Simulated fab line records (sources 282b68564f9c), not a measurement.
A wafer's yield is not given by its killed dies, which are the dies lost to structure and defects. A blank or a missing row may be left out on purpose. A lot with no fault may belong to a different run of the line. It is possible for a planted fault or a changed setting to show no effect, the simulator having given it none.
The tool behind it: which one? | flow rit_cmos | 14 lots with 42 wafers sampled at 7 steps, on a route of 202 steps

== WHAT THE GAUGES READ, wafer by wafer ==
RIT_GATE_CD_MEAS_90: the cd target is 150 nm. Usual: cd_nm at 150.4 nm, with a standard deviation of 2.6.
lot  | measured    | on        | cd_nm (nm)        | flag
L950 | day 2 13:39 | cd_sem-02 | 150.9 149.2 151.9 |
L952 | day 3 04:31 | cd_sem-02 | 146.1 147.7 146.7 |
L953 | day 3 04:50 | cd_sem-02 | 152.5 151.9 152.4 |
L954 | day 3 16:50 | cd_sem-02 | 150.5 152.7 154.5 |
L956 | day 3 18:19 | cd_sem-02 | 147.4 146.6 148.2 |
L957 | day 4 00:47 | cd_sem-02 | 156.3 156.9 157.0 |
L958 | day 4 06:39 | cd_sem-02 | 153.1 150.3 151.8 |
L959 | day 4 15:37 | cd_sem-02 | 149.7 146.2 148.3 |
L960 | day 4 16:31 | cd_sem-02 | 147.7 150.4 149.6 |
L963 | day 5 06:36 | cd_sem-02 | 147.7 146.6 144.3 |
L968 | day 6 06:39 | cd_sem-01 | 151.7 153.1 151.6 |
L970 | day 6 17:37 | cd_sem-01 | 151.3 150.2 149.9 |
L971 | day 6 23:13 | cd_sem-02 | 150.1 150.7 149.8 |
L973 | day 7 09:33 | cd_sem-01 | 148.5 149.6 152.2 |

RIT_NSD_OVL_MEAS_06. Usual: NSD_OVL -0.3 nm, standard deviation 1.7.
lot  | measured    | on         | NSD_OVL (nm)   | flag
L950 | day 3 01:53 | overlay-02 | -1.2 -0.5 0.2  |
L952 | day 3 14:21 | overlay-01 | 0.7 0.2 0.8    |
L953 | day 3 14:28 | overlay-02 | -2.2 -1.4 -3.4 |
L954 | day 4 03:46 | overlay-02 | -1.7 -1.7 -1.5 |
L956 | day 4 06:38 | overlay-02 | 0.7 -0.5 1.8   |
L957 | day 4 10:21 | overlay-02 | -0.9 0.3 -0.8  |
L958 | day 4 16:59 | overlay-01 | -0.9 -0.8 -0.9 |
L959 | day 5 01:12 | overlay-02 | -2.0 -0.1 -0.7 |
L960 | day 5 02:20 | overlay-02 | -1.5 -2.4 -1.9 |
L963 | day 5 16:14 | overlay-01 | -1.6 -2.7 -1.5 |
L968 | day 6 16:41 | overlay-02 | -3.3 -1.5 -3.8 |
L970 | day 7 04:28 | overlay-01 | 0.8 -0.7 1.1   |
L971 | day 7 09:43 | overlay-01 | 5.3 5.2 3.8    |
L973 | day 7 19:13 | overlay-01 | 0.5 1.5 1.1    |

RIT_SDANNEAL_RS_MEAS_04: uses a four-point probe to measure. Usual: PSD_RS 115.93 ohm/sq, standard deviation 0.29.
lot  | measured    | on            | PSD_RS (ohm/sq)      | flag
L950 | day 3 04:47 | film_metro-02 | 115.99 116.03 116.40 |
L952 | day 3 17:03 | film_metro-03 | 115.86 116.40 116.16 |
L953 | day 3 17:28 | film_metro-04 | 115.87 116.16 116.15 |
L954 | day 4 06:19 | film_metro-04 | 115.37 116.08 115.85 |
L956 | day 4 09:07 | film_metro-02 | 115.54 116.00 116.09 |
L957 | day 4 12:53 | film_metro-02 | 116.01 115.75 115.82 |
L958 | day 4 19:32 | film_metro-02 | 115.94 115.53 115.55 |
L959 | day 5 03:50 | film_metro-03 | 116.58 116.35 116.44 |
L960 | day 5 04:53 | film_metro-04 | 115.28 115.64 115.55 |
L963 | day 5 18:48 | film_metro-02 | 116.12 115.76 116.05 |
L968 | day 6 19:07 | film_metro-03 | 96.29 96.43 96.14    | OFF
L970 | day 7 07:11 | film_metro-02 | 96.57 95.92 96.35    | OFF
L971 | day 7 12:08 | film_metro-03 | 115.84 115.82 115.86 |
L973 | day 7 21:46 | film_metro-03 | 116.57 116.19 116.53 |

RIT_SDANNEAL_RS_MEAS_05: uses a four-point probe to measure. Usual: NSD_RS 84.45 ohm/sq, standard deviation 0.27.
lot  | measured    | on            | NSD_RS (ohm/sq)   | flag
L950 | day 3 04:55 | film_metro-02 | 84.59 84.88 84.90 |
L952 | day 3 17:10 | film_metro-03 | 84.61 84.77 84.72 |
L953 | day 3 17:35 | film_metro-04 | 84.48 84.33 84.32 |
L954 | day 4 06:26 | film_metro-04 | 84.53 84.68 84.57 |
L956 | day 4 09:14 | film_metro-02 | 84.47 85.05 84.80 |
L957 | day 4 13:01 | film_metro-02 | 84.38 84.31 84.39 |
L958 | day 4 19:40 | film_metro-02 | 84.38 84.40 84.17 |
L959 | day 5 03:58 | film_metro-03 | 84.76 84.71 84.68 |
L960 | day 5 05:01 | film_metro-04 | 83.78 83.91 84.00 |
L963 | day 5 18:55 | film_metro-02 | 84.67 84.68 84.57 |
L968 | day 6 19:14 | film_metro-03 | 83.89 83.79 83.79 |
L970 | day 7 07:19 | film_metro-02 | 83.08 83.21 83.36 | OFF
L971 | day 7 12:16 | film_metro-03 | 84.53 84.42 84.26 |
L973 | day 7 21:53 | film_metro-03 | 84.93 84.82 84.95 |

RIT_SDANNEAL_RS_MEAS_06: uses a four-point probe to measure. Usual: PLDD_RS 178.7 ohm/sq, standard deviation 0.44.
lot  | measured    | on            | PLDD_RS (ohm/sq)  | flag
L950 | day 3 05:02 | film_metro-02 | 178.7 178.7 178.2 |
L952 | day 3 17:17 | film_metro-03 | 179.1 179.4 179.0 |
L953 | day 3 17:42 | film_metro-04 | 178.1 178.7 178.3 |
L954 | day 4 06:34 | film_metro-04 | 178.3 179.0 179.1 |
L956 | day 4 09:22 | film_metro-02 | 178.5 178.4 179.0 |
L957 | day 4 13:08 | film_metro-02 | 178.4 179.4 178.1 |
L958 | day 4 19:47 | film_metro-02 | 178.2 178.2 178.6 |
L959 | day 5 04:05 | film_metro-03 | 179.4 179.2 179.3 |
L960 | day 5 05:08 | film_metro-04 | 178.4 178.2 178.3 |
L963 | day 5 19:02 | film_metro-02 | 179.3 178.7 179.2 |
L968 | day 6 19:21 | film_metro-03 | 161.3 161.3 161.2 | OFF
L970 | day 7 07:26 | film_metro-02 | 161.4 160.9 161.5 | OFF
L971 | day 7 12:23 | film_metro-03 | 178.9 179.0 178.7 |
L973 | day 7 22:01 | film_metro-03 | 179.5 179.0 179.4 |

RIT_M1_RS_MEAS_01: uses a four-point probe to measure. Usual: M1_AL_RS 0.0733 ohm/sq, standard deviation 0.00099.
lot  | measured    | on            | M1_AL_RS (ohm/sq)    | flag
L950 | day 3 08:20 | film_metro-02 | 0.0742 0.0739 0.0744 |
L952 | day 3 20:37 | film_metro-03 | 0.0724 0.0720 0.0717 |
L953 | day 3 21:08 | film_metro-04 | 0.0752 0.0745 0.0742 |
L954 | day 4 10:14 | film_metro-02 | 0.0731 0.0733 0.0731 |
L956 | day 4 12:46 | film_metro-03 | 0.0745 0.0758 0.0742 |
L957 | day 4 16:34 | film_metro-03 | 0.0725 0.0732 0.0728 |
L958 | day 4 23:12 | film_metro-03 | 0.0752 0.0736 0.0739 |
L959 | day 5 07:37 | film_metro-04 | 0.0735 0.0738 0.0732 |
L960 | day 5 08:26 | film_metro-03 | 0.0741 0.0745 0.0741 |
L963 | day 5 22:34 | film_metro-03 | 0.0742 0.0736 0.0737 |
L968 | day 6 22:37 | film_metro-02 | 0.0722 0.0720 0.0723 |
L970 | day 7 10:49 | film_metro-02 | 0.0732 0.0731 0.0725 |
L971 | day 7 15:48 | film_metro-02 | 0.0733 0.0728 0.0731 |
L973 | day 8 01:17 | film_metro-02 | 0.0729 0.0736 0.0734 |

== WHAT TOOL EACH LOT RAN ON (gives the tool, then ch and the chambers of the sampled wafers, and finally the start) ==
lot  | RIT_SDANNEAL_RTA_03
L950 | rtp_anneal-01 ch 0, day 3 04:43
L952 | rtp_anneal-01 ch 0, day 3 16:59
L953 | rtp_anneal-02 ch 0, day 3 17:24
L954 | rtp_anneal-01 ch 0, day 4 06:16
L956 | rtp_anneal-01 ch 0, day 4 09:03
L957 | rtp_anneal-02 ch 0, day 4 12:50
L958 | rtp_anneal-01 ch 0, day 4 19:28
L959 | rtp_anneal-02 ch 0, day 5 03:46
L960 | rtp_anneal-01 ch 0, day 5 04:50
L963 | rtp_anneal-02 ch 0, day 5 18:44
L968 | rtp_anneal-01 ch 0, day 6 19:03
L970 | rtp_anneal-01 ch 0, day 7 07:07
L971 | rtp_anneal-02 ch 0, day 7 12:05
L973 | rtp_anneal-02 ch 0, day 7 21:41
- RIT_SDANNEAL_RTA_03: time 5 s.

== WHAT THE TOOLS THEMSELVES READ (means of the sampled wafers that have a number; where no wafer has one, the mark that the record gives instead) ==
RIT_SDANNEAL_RTA_03. Usual: wafer_temp_C_max at 1053.3, with a standard deviation of 0.96.
lot  | tool          | wafer_temp_C_max | flag
L950 | rtp_anneal-01 | 1053.6           |
L952 | rtp_anneal-01 | 1054.8           |
L953 | rtp_anneal-02 | 1053.6           |
L954 | rtp_anneal-01 | 1052.4           |
L956 | rtp_anneal-01 | 1053.7           |
L957 | rtp_anneal-02 | 1053.4           |
L958 | rtp_anneal-01 | 1053.6           |
L959 | rtp_anneal-02 | 1053.1           |
L960 | rtp_anneal-01 | 1052.4           |
L963 | rtp_anneal-02 | 1053.6           |
L968 | rtp_anneal-01 | 1053.0           |
L970 | rtp_anneal-01 | 1053.2           |
L971 | rtp_anneal-02 | 1053.4           |
L973 | rtp_anneal-02 | 1054.0           |

== THE ANSWER, worked out from the rows above alone ==
Rule: take the mean of a lot's wafers that have a number; if it is more than 3 standard deviations from the usual mean, the lot is off. Also off: a lot with no number at a reading for which 4 or more lots have one. All remaining lots with rows at the step are treated as sound. First the gauges in route order, then the tools' own readings, where a lot's mean is used as printed above. At the first step where some lot is off, the reading lying furthest off is the one used; lots without a number count as furthest.
Off: L968, L970, at RIT_SDANNEAL_RS_MEAS_04 (PSD_RS).
If a tool, at a process step before that reading, ran all the lots that are off and no sound lot after the first of them, it fits. The gauges at RIT_SDANNEAL_RS_MEAS_04 are tried like those tools. One fits: rtp_anneal-01 at RIT_SDANNEAL_RTA_03. A fault onset in the window from L960 (day 5 04:50, its last sound lot) to L968 (day 6 19:03, its first lot off) fits.

== WHAT HAD BEEN PUT IN BY THE SIMULATOR ==
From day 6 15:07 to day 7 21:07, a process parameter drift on rtp_anneal-01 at RIT_SDANNEAL_RTA_03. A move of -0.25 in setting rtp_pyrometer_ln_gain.
Lots struck among those shown: L968, L970. The rule above found the same.
